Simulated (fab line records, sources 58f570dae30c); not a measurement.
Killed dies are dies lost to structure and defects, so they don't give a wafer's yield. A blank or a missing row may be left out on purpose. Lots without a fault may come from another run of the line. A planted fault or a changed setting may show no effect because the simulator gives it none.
Which tool did it? | flow berkeley_cmos170 | 14 lots, 42 wafers sampled, at 5 steps of a route of 331

WHAT THE GAUGES READ, wafer by wafer
UCB170_NWELL_TW_MEAS_16.
lot  | measured    | on            | NWELL_TW
L856 | day 3 03:51 | film_metro-04 | 1259 1257 1255
L855 | day 3 04:05 | film_metro-04 | 1256 1259 1249
L857 | day 3 15:49 | film_metro-03 | 1258 1254 1259
L858 | day 3 16:16 | film_metro-04 | 1256 1255 1253
L862 | day 3 22:54 | film_metro-01 | 1252 1247 1250
L861 | day 3 23:10 | film_metro-04 | 1251 1255 1254
L860 | day 3 23:53 | film_metro-01 | 1251 1254 1253
L864 | day 4 06:41 | film_metro-01 | 1362 1360 1367
L866 | day 5 01:26 | film_metro-01 | 1370 1364 1370
L869 | day 5 17:52 | film_metro-04 | 1255 1251 1249
L870 | day 5 19:55 | film_metro-04 | 1257 1263 1255
L874 | day 6 23:49 | film_metro-03 | 1257 1253 1249
L877 | day 7 03:40 | film_metro-03 | 1248 1252 1256
L876 | day 7 03:55 | film_metro-04 | 1259 1260 1250

UCB170_M2_CD_MEAS_15: target cd 700 nm.
lot  | measured     | on        | cd_nm (nm)
L856 | day 9 08:22  | cd_sem-02 | 702.3 702.6 702.1
L855 | day 9 07:09  | cd_sem-02 | 700.3 701.2 701.0
L857 | day 10 08:05 | cd_sem-01 | 700.0 701.1 701.6
L858 | day 10 06:49 | cd_sem-01 | 699.8 699.7 699.3
L862 | day 10 06:34 | cd_sem-02 | 700.0 700.2 699.4
L861 | day 10 07:44 | cd_sem-01 | 698.0 697.9 699.1
L860 | day 10 06:18 | cd_sem-02 | 701.3 699.1 701.0
L864 | day 10 11:11 | cd_sem-01 | 698.8 700.1 699.3
L866 | day 11 02:16 | cd_sem-02 | 701.5 700.3 700.9
L869 | day 11 17:56 | cd_sem-02 | 698.0 698.8 699.3
L870 | day 12 01:41 | cd_sem-02 | 698.8 698.7 699.0
L874 | day 12 21:17 | cd_sem-01 | 699.6 698.2 699.2
L877 | day 13 05:54 | cd_sem-02 | 700.7 701.6 700.5
L876 | day 13 09:55 | cd_sem-02 | 700.0 700.8 700.1

UCB170_V2_THK_MEAS_01.
lot  | measured     | on            | V2_TEOS_THK (nm)
L856 | day 9 09:10  | film_metro-03 | 1979 1974 2001
L855 | day 9 08:05  | film_metro-04 | 1995 2009 2009
L857 | day 10 09:02 | film_metro-03 | 1965 1995 1997
L858 | day 10 07:34 | film_metro-02 | 1955 1970 1992
L862 | day 10 07:29 | film_metro-03 | 1969 1999 2038
L861 | day 10 08:40 | film_metro-04 | 1947 1914 1965
L860 | day 10 07:15 | film_metro-04 | 1968 2015 1960
L864 | day 10 12:08 | film_metro-03 | 1995 2010 1969
L866 | day 11 03:02 | film_metro-04 | 1978 1954 2036
L869 | day 11 18:41 | film_metro-03 | 1988 2009 2005
L870 | day 12 02:26 | film_metro-02 | 2020 1970 2010
L874 | day 12 22:02 | film_metro-04 | 2005 2043 1969
L877 | day 13 06:40 | film_metro-03 | 2007 2046 2027
L876 | day 13 10:40 | film_metro-03 | 1999 2006 2062

WHICH TOOL RAN EACH LOT (tool, then ch and the chambers of the sampled wafers, then the start)
lot  | UCB170_NWELL_IMPLANT_14        | UCB170_V2_CVD_00
L856 | implanter-02 ch 0, day 3 03:38 | pecvd-01 ch 0,1, day 9 09:00
L855 | implanter-04 ch 0, day 3 03:52 | pecvd-02 ch 0,1, day 9 07:54
L857 | implanter-04 ch 0, day 3 15:34 | pecvd-01 ch 0,2, day 10 08:52
L858 | implanter-04 ch 0, day 3 16:02 | pecvd-02 ch 0,1,2, day 10 07:24
L862 | implanter-02 ch 0, day 3 22:41 | pecvd-01 ch 0,2, day 10 07:19
L861 | implanter-03 ch 0, day 3 22:56 | pecvd-03 ch 0,1, day 10 08:30
L860 | implanter-03 ch 0, day 3 23:38 | pecvd-03 ch 0,1, day 10 07:05
L864 | implanter-04 ch 0, day 4 06:26 | pecvd-03 ch 0,2, day 10 11:59
L866 | implanter-04 ch 0, day 5 01:11 | pecvd-02 ch 1,2, day 11 02:53
L869 | implanter-03 ch 0, day 5 17:39 | pecvd-02 ch 1,2, day 11 18:30
L870 | implanter-02 ch 0, day 5 19:41 | pecvd-03 ch 1,2, day 12 02:16
L874 | implanter-02 ch 0, day 6 23:34 | pecvd-03 ch 0,1,2, day 12 21:53
L877 | implanter-02 ch 0, day 7 03:25 | pecvd-01 ch 0,1, day 13 06:31
L876 | implanter-03 ch 0, day 7 03:41 | pecvd-01 ch 0,1,2, day 13 10:29
- UCB170_NWELL_IMPLANT_14
- UCB170_V2_CVD_00: deposits SiO2 from TEOS/O2, target thk 2000 nm, time 250 s.

WHAT THE TOOLS THEMSELVES READ (means of the sampled wafers that have a number; where no wafer has one, the mark that the record gives instead)
UCB170_NWELL_IMPLANT_14.
lot  | tool         | dose_ions_cm2 | faraday_current_uA
L856 | implanter-02 | 9.988e+12     | 31.9
L855 | implanter-04 | 1.000e+13     | 31.9
L857 | implanter-04 | 1.000e+13     | 32.3
L858 | implanter-04 | 9.998e+12     | 31.8
L862 | implanter-02 | 1.000e+13     | 31.3
L861 | implanter-03 | 1.000e+13     | 31.9
L860 | implanter-03 | 1.000e+13     | 31.8
L864 | implanter-04 | 1.300e+13     | 42.1
L866 | implanter-04 | 1.299e+13     | 41.0
L869 | implanter-03 | 9.987e+12     | 31.9
L870 | implanter-02 | 9.997e+12     | 32.0
L874 | implanter-02 | 1.000e+13     | 31.7
L877 | implanter-02 | 1.000e+13     | 31.5
L876 | implanter-03 | 9.995e+12     | 32.0

UCB170_V2_CVD_00.
lot  | tool     | heater_power_w (W)
L856 | pecvd-01 | 235
L855 | pecvd-02 | 196
L857 | pecvd-01 | 301
L858 | pecvd-02 | 237
L862 | pecvd-01 | 289
L861 | pecvd-03 | 278
L860 | pecvd-03 | 256
L864 | pecvd-03 | 228
L866 | pecvd-02 | 229
L869 | pecvd-02 | 232
L870 | pecvd-03 | 262
L874 | pecvd-03 | 242
L877 | pecvd-01 | 250
L876 | pecvd-01 | 285

THE ANSWER, worked out from the rows above alone
Rule: what is usual is taken from the lots themselves. Put in order of their means at a reading, lots are off if they are a third of the lots or fewer, leave a main group of 4 or more, and stand apart from it by a gap of 3 or more times the standard deviation of the main group's means; of several such gaps the widest counts. A main group whose means are all the same, to the digits that the tables above print for the reading, isn't used. A lot without any number at a reading at which 4 lots or more have one is off too. The other lots that the step has rows for count as sound. The gauges are gone through in route order, then the tools' own readings, and for those a lot's mean is taken as printed above. The first step at which some lot is off is used, and at that step the reading that is off furthest; a lot without a number counts as furthest.
Off: L864, L866, at UCB170_NWELL_TW_MEAS_16 (NWELL_TW). The main group: mean 1254, standard deviation 2.5.
A tool fits if, at a process step before that reading, it ran every lot that is off, and no sound lot after the first of them. The gauges at UCB170_NWELL_TW_MEAS_16 aren't tried: what is off there is off at UCB170_NWELL_IMPLANT_14 too, on other tools, and a gauge's error can't cause that. One fits: implanter-04 at UCB170_NWELL_IMPLANT_14. Its last sound lot is L858 (day 3 16:02), its first lot that is off L864 (day 4 06:26): a fault that began between those two fits.
The tool's own readings at UCB170_NWELL_IMPLANT_14 bear it out: on the lots that are off they differ by more than 5 times the standard deviation of the sound lots' means. dose_ions_cm2 reads 1.300e+13 there against 9.997e+12 on the sound lots; faraday_current_uA reads 41.5 there against 31.8 on the sound lots.

WHAT THE SIMULATOR HAD PUT IN
Process parameter drift: implanter-04, from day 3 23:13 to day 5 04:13, at UCB170_NWELL_IMPLANT_14. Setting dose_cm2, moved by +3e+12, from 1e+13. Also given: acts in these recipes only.
Lots struck among those shown: L864, L866. The rule above found the same.
